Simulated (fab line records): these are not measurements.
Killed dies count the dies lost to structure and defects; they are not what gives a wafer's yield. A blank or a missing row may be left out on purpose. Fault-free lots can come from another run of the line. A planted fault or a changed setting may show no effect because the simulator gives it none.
Split-lot study	flow rit-cmos	route with 202 steps; 5 lots, 23 wafers read

== THE SPLIT ITSELF ==
At RIT_ACTIVE_CVD_03 (deposits Si3N4 from SiH2Cl2/NH3, target thk 150 nm, time 1500 s), the setting temp-c was moved away from the recipe's 810 C on 10 of the 23 wafers read, by -2.2% to -2.1%. This setting was run at the recipe's value on the other wafers.

== FROM THE SPLIT TO THE READING: what the file shows between them, 3 steps ==
- RIT_ACTIVE_THK_MEAS_04
- RIT_ACTIVE_DEVELOP_10: develop time 50 s (also split here: dev-temp-c)
- RIT_ACTIVE_HARDBAKE_12: time 60 s

== THE READING ==
oes-product-au, in a.u., at RIT_ACTIVE_ETCH_13 (etches Si3N4 in SF6, stops on SiO2, time 210 s, target depth 210 nm). A value of 0.826 a.u. with a standard deviation of 0.011 a.u. is what fault-free wafers of this fab line usually give.

wafer	tool, chamber at the split	temp-c as run, C	against the recipe	oes-product-au, a.u.	against lot-mates on the recipe
L076.1	-, -	810	recipe	0.830	-
L076.3	-, -	810	recipe	0.831	-
L076.4	-, -	810	recipe	0.826	-
L076.5	-, -	810	recipe	0.822	-
L076.6	-, -	810	recipe	0.833	-
L078.1	-, -	810	recipe	0.800	-
L078.2	-, -	810	recipe	0.826	-
L078.3	-, -	810	recipe	0.825	-
L078.5	-, -	810	recipe	0.823	-
L078.6	-, -	810	recipe	0.802	-
L079.1	-, -	793.1	-2.1%	0.718	no lot-mate on the recipe
L079.2	-, -	793.1	-2.1%	0.712	no lot-mate on the recipe
L079.3	-, -	793.1	-2.1%	0.719	no lot-mate on the recipe
L079.4	-, -	793.1	-2.1%	0.709	no lot-mate on the recipe
L079.5	-, -	793.1	-2.1%	0.708	no lot-mate on the recipe
L082.3	lpcvd-01, 1	810	recipe	0.818	-
L082.5	lpcvd-01, 1	810	recipe	0.816	-
L082.6	lpcvd-01, 1	810	recipe	0.826	-
L084.2	-, -	792.2	-2.2%	0.714	no lot-mate on the recipe
L084.3	-, -	792.2	-2.2%	0.706	no lot-mate on the recipe
L084.4	-, -	792.2	-2.2%	0.724	no lot-mate on the recipe
L084.5	-, -	792.2	-2.2%	0.710	no lot-mate on the recipe
L084.6	-, -	792.2	-2.2%	0.710	no lot-mate on the recipe

FIT RESULTS
A straight line over all 23 wafers: oes-product-au changes by +0.0505 a.u. for each +1% of temp-c; r = +0.99; the points scatter about the line by 0.0088 a.u.
Too few moved wafers with a lot-mate on the recipe to fit a line net of each lot's own level.

== THE WHOLE CHAIN: every reading that the file lists as answering this split, in the file's order ==
step	what it does	reading	change (the file's fit)	r (the file's)
RIT_ACTIVE_CVD_03	deposits Si3N4 from SiH2Cl2/NH3, target thk 150 nm, time 1500 s	Si3N4_of_ACTIVE_CVD_03.thk-nm (the simulator's own value, which no gauge read)	+18.8 nm for each +1% of the setting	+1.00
RIT_ACTIVE_THK_MEAS_04		ACTIVE_NITRIDE_THK	+18.8 for each +1% of the setting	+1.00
RIT_ACTIVE_ETCH_13	etches Si3N4 in SF6, stops on SiO2, time 210 s, target depth 210 nm	oes-product-au	+0.0506 a.u. for each +1% of the setting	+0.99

== FILE'S OWN FIT ==
oes-product-au changes by +0.0506 a.u. for each +1% of temp-c, r = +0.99.
